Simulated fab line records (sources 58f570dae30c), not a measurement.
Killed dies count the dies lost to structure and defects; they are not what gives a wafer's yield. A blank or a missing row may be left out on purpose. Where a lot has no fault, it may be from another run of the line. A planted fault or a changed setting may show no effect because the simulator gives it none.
The tool behind it: which one? -- flow berkeley-cmos170 -- 45 wafers from 15 lots sampled at 2 of the route's 331 steps

== WHAT THE GAUGES READ, wafer by wafer ==
UCB170_NLDD_CD_MEAS_06: target cd 1200 nm. Usual: cd-nm at 1200.2 nm, with a standard deviation of 1.3.
lot,measured,on,cd-nm (nm),flag
L437,day 7 18:17,cd-sem-02,1199.7 1198.2 1201.0,
L438,day 8 00:02,cd-sem-01,1199.9 1200.6 1200.0,
L441,day 8 00:28,cd-sem-01,1202.5 1202.0 1201.1,
L439,day 8 01:01,cd-sem-02,1198.8 1200.9 1199.9,
L443,day 8 22:29,cd-sem-02,1199.7 1199.7 1199.9,
L444,day 9 05:20,cd-sem-02,1198.3 1197.6 1197.0,
L446,day 9 05:37,cd-sem-01,1199.8 1200.0 1200.3,
L445,day 9 06:32,cd-sem-01,- - -,OFF
L447,day 9 23:41,cd-sem-02,- - -,OFF
L448,day 10 00:37,cd-sem-02,- - -,OFF
L452,day 10 07:40,cd-sem-01,1199.2 1199.1 1199.0,
L458,day 11 12:06,cd-sem-01,1203.1 1202.6 1202.1,
L457,day 11 12:38,cd-sem-01,1198.8 1199.6 1198.8,
L456,day 11 12:50,cd-sem-02,1200.0 1199.9 1200.5,
L459,day 12 07:41,cd-sem-01,1200.4 1199.7 1199.3,

== WHICH TOOL RAN EACH LOT (tool, then ch and the chambers of the sampled wafers, then the start) ==
lot,UCB170_NLDD_COAT_01
L437,"litho-track-02 ch 0, day 7 17:29"
L438,"litho-track-04 ch 0, day 7 22:34"
L441,"litho-track-04 ch 0, day 7 23:01"
L439,"litho-track-01 ch 0, day 7 23:53"
L443,"litho-track-02 ch 0, day 8 21:40"
L444,"litho-track-01 ch 0, day 9 04:22"
L446,"litho-track-04 ch 0, day 9 04:34"
L445,"litho-track-01, day 9 05:14"
L447,"litho-track-04, day 9 22:52"
L448,"litho-track-04, day 9 23:47"
L452,"litho-track-01 ch 0, day 10 06:39"
L458,"litho-track-04 ch 0, day 11 11:05"
L457,"litho-track-02 ch 0, day 11 11:25"
L456,"litho-track-04 ch 0, day 11 11:32"
L459,"litho-track-02 ch 0, day 12 06:41"
- UCB170_NLDD_COAT_01: resist thk 900 nm.

== AS READ BY THE TOOLS THEMSELVES (means over the sampled wafers that have a number; for cases with no such wafer, the mark the record gives instead) ==
UCB170_NLDD_COAT_01. Usual: chill-plate-temp-C 22.98 C, standard deviation 0.095; dispense-pressure-kPa 51 kPa, standard deviation 4.
lot,tool,chill-plate-temp-C (C),dispense-pressure-kPa (kPa),flag
L437,litho-track-02,22.91,48,
L438,litho-track-04,23.01,56,
L441,litho-track-04,22.99,56,
L439,litho-track-01,22.91,47,
L443,litho-track-02,22.96,48,
L444,litho-track-01,22.93,47,
L446,litho-track-04,22.97,56,
L445,litho-track-01,-,-,OFF
L447,litho-track-04,-,-,OFF
L448,litho-track-04,-,-,OFF
L452,litho-track-01,22.92,47,
L458,litho-track-04,22.95,56,
L457,litho-track-02,22.87,48,
L456,litho-track-04,23.12,56,
L459,litho-track-02,23.04,48,

== THE ANSWER, worked out from the rows above alone ==
Rule: take the mean of a lot's wafers that have a number; if it is more than 3 standard deviations from the usual mean, the lot is off. Also off: a lot with no number at a reading for which 4 or more lots have one. The other lots that the step has rows for count as sound. First the gauges in route order, then the tools' own readings, where a lot's mean is used as printed above. At the first step where some lot is off, the reading lying furthest off is the one used; lots without a number count as furthest.
Off at UCB170_NLDD_CD_MEAS_06 (cd-nm): L445, L447, L448. Without a number there: L445, L447, L448.
If a tool, at a process step before that reading, ran all the lots that are off and no sound lot after the first of them, it fits. The gauges at UCB170_NLDD_CD_MEAS_06 aren't tried: what is off there is off at UCB170_NLDD_COAT_01 too, on other tools, and a gauge's error can't cause that. Not one of the candidates tried fits.

== WHAT THE SIMULATOR HAD PUT IN ==
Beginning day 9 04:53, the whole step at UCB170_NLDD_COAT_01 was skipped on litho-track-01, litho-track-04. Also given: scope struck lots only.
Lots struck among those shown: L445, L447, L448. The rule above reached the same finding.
